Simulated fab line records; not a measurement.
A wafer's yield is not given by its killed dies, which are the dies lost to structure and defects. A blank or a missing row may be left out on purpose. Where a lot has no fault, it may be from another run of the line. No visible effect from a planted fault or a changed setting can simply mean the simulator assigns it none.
Which of the tools did it? | flow rit cmos | Sampling: 15 lots, 45 wafers, 2 of 202 route steps

WHAT THE GAUGES SHOWED, per wafer
RIT_M1_CD_MEAS_09 targets a cd of 2600 nm. Usual: cd nm 2600.5 nm, standard deviation 2.1.
lot  | measured    | on        | cd nm (nm)           | flag
L631 | day 3 17:09 | cd sem-01 | 2601.8 2602.9 2601.7 |
L632 | day 4 03:05 | cd sem-01 | 2603.0 2603.2 2603.1 |
L635 | day 4 17:05 | cd sem-02 | 2595.9 2596.6 2596.8 |
L637 | day 5 06:07 | cd sem-02 | 2603.3 2602.0 2603.3 |
L638 | day 5 08:40 | cd sem-02 | 2601.5 2602.4 2602.7 |
L639 | day 5 11:32 | cd sem-02 | 2599.2 2600.5 2596.7 |
L640 | day 5 15:44 | cd sem-02 | 2601.8 2602.0 2602.0 |
L641 | day 5 19:10 | cd sem-01 | 2600.7 2597.3 2599.1 |
L642 | day 6 00:09 | cd sem-01 | 2599.2 2598.7 2600.7 |
L643 | day 6 04:23 | cd sem-01 | 2600.7 2598.8 2599.7 |
L644 | day 6 12:16 | cd sem-02 | 2597.3 2596.6 2597.0 |
L647 | day 7 00:50 | cd sem-02 | 2619.5 2622.9 2619.0 | OFF
L649 | day 7 08:07 | cd sem-02 | 2613.3 2614.4 2615.3 | OFF
L650 | day 7 15:02 | cd sem-02 | 2610.6 2610.9 2611.0 | OFF
L651 | day 7 19:53 | cd sem-01 | 2596.9 2598.0 2598.9 |

WHAT TOOL EACH LOT RAN ON (gives the tool, then ch and the chambers of the sampled wafers, and finally the start)
lot  | RIT_M1_EXPOSE_06
L631 | iline stepper-02 ch 0, day 3 16:43
L632 | iline stepper-01 ch 0, day 4 02:40
L635 | iline stepper-01 ch 0, day 4 16:35
L637 | iline stepper-02 ch 0, day 5 05:41
L638 | iline stepper-01 ch 0, day 5 08:14
L639 | iline stepper-02 ch 0, day 5 11:07
L640 | iline stepper-02 ch 0, day 5 15:19
L641 | iline stepper-01 ch 0, day 5 18:44
L642 | iline stepper-02 ch 0, day 5 23:43
L643 | iline stepper-01 ch 0, day 6 03:58
L644 | iline stepper-01 ch 0, day 6 11:41
L647 | iline stepper-01 ch 0, day 7 00:24
L649 | iline stepper-01 ch 0, day 7 07:35
L650 | iline stepper-01 ch 0, day 7 14:36
L651 | iline stepper-02 ch 0, day 7 19:28
- RIT_M1_EXPOSE_06: exposes mask M12, target cd 2600 nm.

AS READ BY THE TOOLS THEMSELVES (means over the sampled wafers that have a number; for cases with no such wafer, the mark the record gives instead)
RIT_M1_EXPOSE_06. Usual: exposure dose mJ cm2 249.88, standard deviation 0.25.
lot  | tool             | exposure dose mJ cm2 | flag
L631 | iline stepper-02 | 250.13               |
L632 | iline stepper-01 | 250.18               |
L635 | iline stepper-01 | 249.76               |
L637 | iline stepper-02 | 249.72               |
L638 | iline stepper-01 | 249.82               |
L639 | iline stepper-02 | 250.09               |
L640 | iline stepper-02 | 249.41               |
L641 | iline stepper-01 | 249.97               |
L642 | iline stepper-02 | 249.79               |
L643 | iline stepper-01 | 250.06               |
L644 | iline stepper-01 | 249.67               |
L647 | iline stepper-01 | 233.47               | OFF
L649 | iline stepper-01 | 236.40               | OFF
L650 | iline stepper-01 | 239.31               | OFF
L651 | iline stepper-02 | 249.71               |

THE ANSWER, worked out from the rows above alone
Rule: lot off if the mean of its wafers having a number is beyond 3 standard deviations from the usual mean. Also off: a lot with no number at a reading for which 4 or more lots have one. Where the step has rows for the other lots, those lots are counted as sound. After the gauges, taken in route order, come the tools' own readings; for these a lot's mean is taken, as printed above. The first step at which some lot is off is used, and at that step the reading that is off furthest; a lot without a number counts as furthest.
Off: L647, L649, L650 (RIT_M1_CD_MEAS_09, cd nm).
A tool fits if, at a process step before that reading, it ran every lot that is off, and no sound lot after the first of them. The gauges at RIT_M1_CD_MEAS_09 aren't tried: what is off there is off at RIT_M1_EXPOSE_06 too, on other tools, and a gauge's error can't cause that. One candidate fits, namely iline stepper-01 at RIT_M1_EXPOSE_06. Its last sound lot is L644 (day 6 11:41), its first lot that is off L647 (day 7 00:24): a fault that began between those two fits.
The tool's own readings at RIT_M1_EXPOSE_06 bear it out: on the lots that are off they differ by more than 5 times the standard deviation of the sound lots' means. exposure dose mJ cm2 reads 236.39 there against 249.86 on the sound lots.

WHAT THE SIMULATOR HAD PUT IN
Process parameters drifting: iline stepper-01 at RIT_M1_EXPOSE_06, beginning at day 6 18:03. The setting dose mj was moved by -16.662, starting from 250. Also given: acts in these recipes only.
Lots struck among those shown: L647, L649, L650. The same result came from the rule above.
